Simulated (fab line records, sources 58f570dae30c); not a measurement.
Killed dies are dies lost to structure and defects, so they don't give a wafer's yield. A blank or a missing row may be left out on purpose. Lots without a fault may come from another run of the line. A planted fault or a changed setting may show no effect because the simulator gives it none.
Tool commonality check | flow berkeley_cmos170 | 14 lots, 42 wafers sampled

WHY IT WAS OPENED
At UCB170_M2_RS_MEAS_02 the reading M2_AL_RS is flagged on 2 of 14 lots. Wafers without a fault read 0.0322 ohm/sq, standard deviation 0.00032.
Rule: a lot is flagged when every wafer of it that has a number lies more than 4 standard deviations from that mean, or none has a number. The other lots count as sound.

lot  | measured     | on            | M2_AL_RS (ohm/sq), wafer by wafer | flag
L874 | day 8 11:37  | film_metro-01 | 0.0320 0.0317 0.0317              |
L875 | day 8 20:28  | film_metro-01 | 0.0320 0.0322 0.0320              |
L876 | day 9 09:49  | film_metro-01 | 0.0323 0.0322 0.0326              |
L878 | day 9 10:08  | film_metro-02 | 0.0319 0.0317 0.0319              |
L880 | day 9 23:45  | film_metro-02 | 0.0476 0.0467 0.0471              | FLAGGED
L881 | day 10 10:06 | film_metro-01 | 0.0469 0.0462 0.0459              | FLAGGED
L883 | day 11 07:47 | film_metro-02 | 0.0322 0.0322 0.0322              |
L888 | day 11 11:50 | film_metro-03 | 0.0326 0.0321 0.0322              |
L885 | day 11 18:05 | film_metro-02 | 0.0318 0.0319 0.0319              |
L890 | day 12 14:11 | film_metro-02 | 0.0324 0.0326 0.0323              |
L891 | day 12 15:47 | film_metro-02 | 0.0323 0.0322 0.0327              |
L889 | day 12 16:04 | film_metro-03 | 0.0325 0.0327 0.0324              |
L894 | day 12 22:47 | film_metro-03 | 0.0322 0.0325 0.0321              |
L895 | day 13 06:35 | film_metro-03 | 0.0320 0.0320 0.0320              |
The numbers of the flagged lots are 0.0467 ohm/sq on average: +0.0145 ohm/sq against the usual, or +45 standard deviations.

WHICH TOOL RAN EACH LOT
The record holds 1 process step before the reading, out of a route of 331 steps. In each cell: the tool, then ch and the chambers that the sampled wafers went through, then the start.
lot  | flag    | UCB170_M2_SPUTTER_01
L874 |         | pvd_sputter-04, day 8 11:29
L875 |         | pvd_sputter-01, day 8 20:20
L876 |         | pvd_sputter-02, day 9 09:44
L878 |         | pvd_sputter-01, day 9 10:03
L880 | FLAGGED | pvd_sputter-01, day 9 23:40
L881 | FLAGGED | pvd_sputter-01, day 10 09:59
L883 |         | pvd_sputter-04, day 11 07:41
L888 |         | pvd_sputter-02, day 11 11:44
L885 |         | pvd_sputter-04, day 11 17:57
L890 |         | pvd_sputter-02, day 12 14:07
L891 |         | pvd_sputter-02, day 12 15:38
L889 |         | pvd_sputter-02, day 12 15:55
L894 |         | pvd_sputter-02, day 12 22:40
L895 |         | pvd_sputter-02, day 13 06:30
What these steps do:
- UCB170_M2_SPUTTER_01: material Al, target thk 900 nm, time 120 s.
- UCB170_M2_RS_MEAS_02: measures by four-point-probe.

FLAGGED OVER TOTAL, TOOL BY TOOL (the gauges that took the reading come last)
step                 | tool           | lots run | flagged | share of the flagged lots | sound lots run after its first flagged lot
UCB170_M2_SPUTTER_01 | pvd_sputter-01 | 4        | 2       | all                       | 0
UCB170_M2_SPUTTER_01 | pvd_sputter-02 | 7        | 0       | none                      | -
UCB170_M2_SPUTTER_01 | pvd_sputter-04 | 3        | 0       | none                      | -
UCB170_M2_RS_MEAS_02 | film_metro-01  | 4        | 1       | some                      | 0
UCB170_M2_RS_MEAS_02 | film_metro-02  | 6        | 1       | some                      | 4 (L883,L885,L890,L891)
UCB170_M2_RS_MEAS_02 | film_metro-03  | 4        | 0       | none                      | -

WHAT THE TABLE ALLOWS
1 row of the table ran every flagged lot: pvd_sputter-01 at UCB170_M2_SPUTTER_01.
- pvd_sputter-01 at UCB170_M2_SPUTTER_01: 2 of its 4 lots flagged. Its last sound lot is L878 (day 9 10:03), its first flagged lot L880 (day 9 23:40): a fault that began between those two fits.
One tool is left: pvd_sputter-01 at UCB170_M2_SPUTTER_01.

WHAT THE SIMULATOR HAD PUT IN
Site profile drift: pvd_sputter-01, from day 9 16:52 on, at UCB170_M2_SPUTTER_01. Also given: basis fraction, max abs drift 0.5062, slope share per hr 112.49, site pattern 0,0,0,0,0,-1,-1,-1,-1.
Lots struck among those shown: L880, L881. The rule above found the same.
